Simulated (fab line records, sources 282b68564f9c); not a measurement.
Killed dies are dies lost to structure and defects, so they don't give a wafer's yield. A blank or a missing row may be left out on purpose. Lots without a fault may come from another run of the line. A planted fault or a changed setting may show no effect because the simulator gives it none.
Split-lot experiment | flow rit_cmos | 5 lots, 23 wafers read, on a route of 202 steps

THE SPLIT
At RIT_PWELL_IMPLANT_08, the setting energy_kev was moved away from the recipe's 170 on 7 of the 23 wafers read, by -5.2% to +3.6%. The other wafers ran this setting at the recipe's value.

The reading is taken at the split's own step.

THE READING
implant.drp_nm (the simulator's own value, which no gauge read), in nm, at RIT_PWELL_IMPLANT_08. The file gives no usual value for it.

wafer  | tool, chamber at the split | energy_kev as run | against the recipe | implant.drp_nm, nm | against lot-mates on the recipe
L077.1 | implanter-01, 0            | 170               | recipe             | 102.9              | -
L077.2 | implanter-01, 0            | 170               | recipe             | 102.9              | -
L077.6 | implanter-01, 0            | 170               | recipe             | 102.9              | -
L077.4 | implanter-01, 0            | 161.1             | -5.2%              | 100.9              | -2.0
L077.5 | implanter-01, 0            | 161.1             | -5.2%              | 100.9              | -2.0
L079.2 | implanter-03, 0            | 170               | recipe             | 102.9              | -
L079.3 | implanter-03, 0            | 170               | recipe             | 102.9              | -
L079.4 | implanter-03, 0            | 170               | recipe             | 102.9              | -
L079.5 | implanter-03, 0            | 170               | recipe             | 102.9              | -
L079.6 | implanter-03, 0            | 170               | recipe             | 102.9              | -
L080.1 | implanter-02, 0            | 170               | recipe             | 102.9              | -
L080.4 | implanter-02, 0            | 170               | recipe             | 102.9              | -
L080.5 | implanter-02, 0            | 170               | recipe             | 102.9              | -
L081.2 | implanter-03, 0            | 176.2             | +3.6%              | 103.9              | +1.0
L081.4 | implanter-03, 0            | 176.2             | +3.6%              | 103.9              | +1.0
L081.3 | implanter-03, 0            | 170               | recipe             | 102.9              | -
L081.5 | implanter-03, 0            | 170               | recipe             | 102.9              | -
L081.6 | implanter-03, 0            | 170               | recipe             | 102.9              | -
L083.1 | implanter-02, 0            | 170               | recipe             | 102.9              | -
L083.4 | implanter-02, 0            | 170               | recipe             | 102.9              | -
L083.2 | implanter-02, 0            | 163.2             | -4.0%              | 101.4              | -1.5
L083.3 | implanter-02, 0            | 163.2             | -4.0%              | 101.4              | -1.5
L083.6 | implanter-02, 0            | 163.2             | -4.0%              | 101.4              | -1.5

THE FIT
A straight line over all 23 wafers: implant.drp_nm changes by +0.351 nm for each +1% of energy_kev; r = +0.99; the points scatter about the line by 0.092 nm.
The same after taking each lot's own level away (the mean of its wafers on the recipe; 23 wafers): +0.351 nm for each +1%; r = +0.99; scatter 0.092 nm.
On that fit, the largest move of energy_kev shifts the reading by 1.8 nm.
The lots' own levels span 102.90 to 102.90 nm.
So the lot-to-lot level changes the slope little: the two slopes agree.
Check: with one of the wafers moved furthest among these (-5.2%) left out of the fit, the line predicts -1.86 nm for it against its lot-mates. It came out at -2 nm against them.

OTHER SPLITS ON THESE WAFERS
These wafers also went through other splits before the reading. Each is held against what the fit with the lots' levels taken away leaves over:
other split on the same wafers    | wafers away from the commonest value | r with implant.drp_nm (lot level and that fit taken away)
RIT_ACTIVE_OXIDATION_01 temp_c    | 15                                   | +0.31
RIT_ACTIVE_EXPOSE_08 dose_mj      | 7                                    | +0.04
RIT_ACTIVE_ETCH_13 over_etch_frac | 6                                    | +0.25
RIT_FOX2_OXIDATION_00 temp_c      | 18                                   | -0.23
RIT_NWELL_COAT_01 resist_thk_nm   | 10                                   | +0.27

THE WHOLE CHAIN: every reading that the file lists as answering this split, in the file's order
step                 | what it does | reading                                                         | change (the file's fit)               | r (the file's)
RIT_PWELL_IMPLANT_08 |              | implant.rp_nm (the simulator's own value, which no gauge read)  | +3.69 nm for each +1% of the setting  | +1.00
RIT_PWELL_IMPLANT_08 |              | implant.drp_nm (the simulator's own value, which no gauge read) | +0.352 nm for each +1% of the setting | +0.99

THE FILE'S OWN FIT
implant.drp_nm changes by +0.352 nm for each +1% of energy_kev, r = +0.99.
